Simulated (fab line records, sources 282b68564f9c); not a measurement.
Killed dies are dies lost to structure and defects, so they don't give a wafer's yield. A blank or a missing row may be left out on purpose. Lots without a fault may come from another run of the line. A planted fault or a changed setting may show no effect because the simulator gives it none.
Split-lot experiment | flow rit_cmos | 5 lots, 23 wafers read, on a route of 202 steps

THE SPLIT
At RIT_SILICIDE_SPUTTER_01 (material Ti, target thk 30 nm, time 240 s), the setting chamber_pressure_pa was moved away from the recipe's 0.667 Pa on 20 of the 23 wafers read, by -13.8% to +14.7%. The other wafers ran this setting at the recipe's value.

The file shows no step between the split and the reading.

THE READING
SILICIDE_TI_RS, in ohm/sq, at RIT_SILICIDE_RS_MEAS_02 (measures by four-point-probe). Fault-free wafers of this fab line usually give 48.2 ohm/sq, standard deviation 0.92 ohm/sq.

wafer  | tool, chamber at the split | chamber_pressure_pa as run, Pa | against the recipe | SILICIDE_TI_RS, ohm/sq | against lot-mates on the recipe
L074.1 | pvd_sputter-02, -          | 0.667                          | recipe             | 48.0                   | -
L074.2 | pvd_sputter-02, -          | 0.667                          | recipe             | 48.4                   | -
L074.4 | pvd_sputter-02, -          | 0.667                          | recipe             | 47.3                   | -
L076.1 | pvd_sputter-02, -          | 0.5748                         | -13.8%             | 35.9                   | no lot-mate on the recipe
L076.2 | pvd_sputter-02, -          | 0.5748                         | -13.8%             | 35.5                   | no lot-mate on the recipe
L076.3 | pvd_sputter-02, -          | 0.5748                         | -13.8%             | 35.1                   | no lot-mate on the recipe
L076.5 | pvd_sputter-02, -          | 0.5748                         | -13.8%             | 35.1                   | no lot-mate on the recipe
L076.6 | pvd_sputter-02, -          | 0.5748                         | -13.8%             | 35.9                   | no lot-mate on the recipe
L080.1 | pvd_sputter-01, -          | 0.7652                         | +14.7%             | 66.0                   | no lot-mate on the recipe
L080.2 | pvd_sputter-01, -          | 0.7652                         | +14.7%             | 66.9                   | no lot-mate on the recipe
L080.3 | pvd_sputter-01, -          | 0.7652                         | +14.7%             | 68.6                   | no lot-mate on the recipe
L080.4 | pvd_sputter-01, -          | 0.7652                         | +14.7%             | 66.9                   | no lot-mate on the recipe
L080.6 | pvd_sputter-01, -          | 0.7652                         | +14.7%             | 67.0                   | no lot-mate on the recipe
L082.1 | pvd_sputter-04, -          | 0.6328                         | -5.1%              | 44.4                   | no lot-mate on the recipe
L082.3 | pvd_sputter-04, -          | 0.6328                         | -5.1%              | 43.6                   | no lot-mate on the recipe
L082.4 | pvd_sputter-04, -          | 0.6328                         | -5.1%              | 45.4                   | no lot-mate on the recipe
L082.5 | pvd_sputter-04, -          | 0.6328                         | -5.1%              | 44.7                   | no lot-mate on the recipe
L082.6 | pvd_sputter-04, -          | 0.6328                         | -5.1%              | 44.0                   | no lot-mate on the recipe
L084.1 | pvd_sputter-04, -          | 0.7316                         | +9.7%              | 60.2                   | no lot-mate on the recipe
L084.3 | pvd_sputter-04, -          | 0.7316                         | +9.7%              | 59.1                   | no lot-mate on the recipe
L084.4 | pvd_sputter-04, -          | 0.7316                         | +9.7%              | 61.0                   | no lot-mate on the recipe
L084.5 | pvd_sputter-04, -          | 0.7316                         | +9.7%              | 60.0                   | no lot-mate on the recipe
L084.6 | pvd_sputter-04, -          | 0.7316                         | +9.7%              | 62.0                   | no lot-mate on the recipe

THE FIT
A straight line over all 23 wafers: SILICIDE_TI_RS changes by +1.1 ohm/sq for each +1% of chamber_pressure_pa; r = +1.00; the points scatter about the line by 1.2 ohm/sq.
Too few moved wafers have a lot-mate on the recipe to fit a line with each lot's own level taken away.

THE WHOLE CHAIN: every reading that the file lists as answering this split, in the file's order
step                    | what it does                              | reading                                                                           | change (the file's fit)                | r (the file's)
RIT_SILICIDE_SPUTTER_01 | material Ti, target thk 30 nm, time 240 s | Ti_of_SILICIDE_SPUTTER_01.thk_nm (the simulator's own value, which no gauge read) | -0.0876 nm for each +1% of the setting | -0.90
RIT_SILICIDE_RS_MEAS_02 | measures by four-point-probe              | SILICIDE_TI_RS                                                                    | +1.1 for each +1% of the setting       | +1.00

THE FILE'S OWN FIT
SILICIDE_TI_RS changes by +1.1 ohm/sq for each +1% of chamber_pressure_pa, r = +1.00.
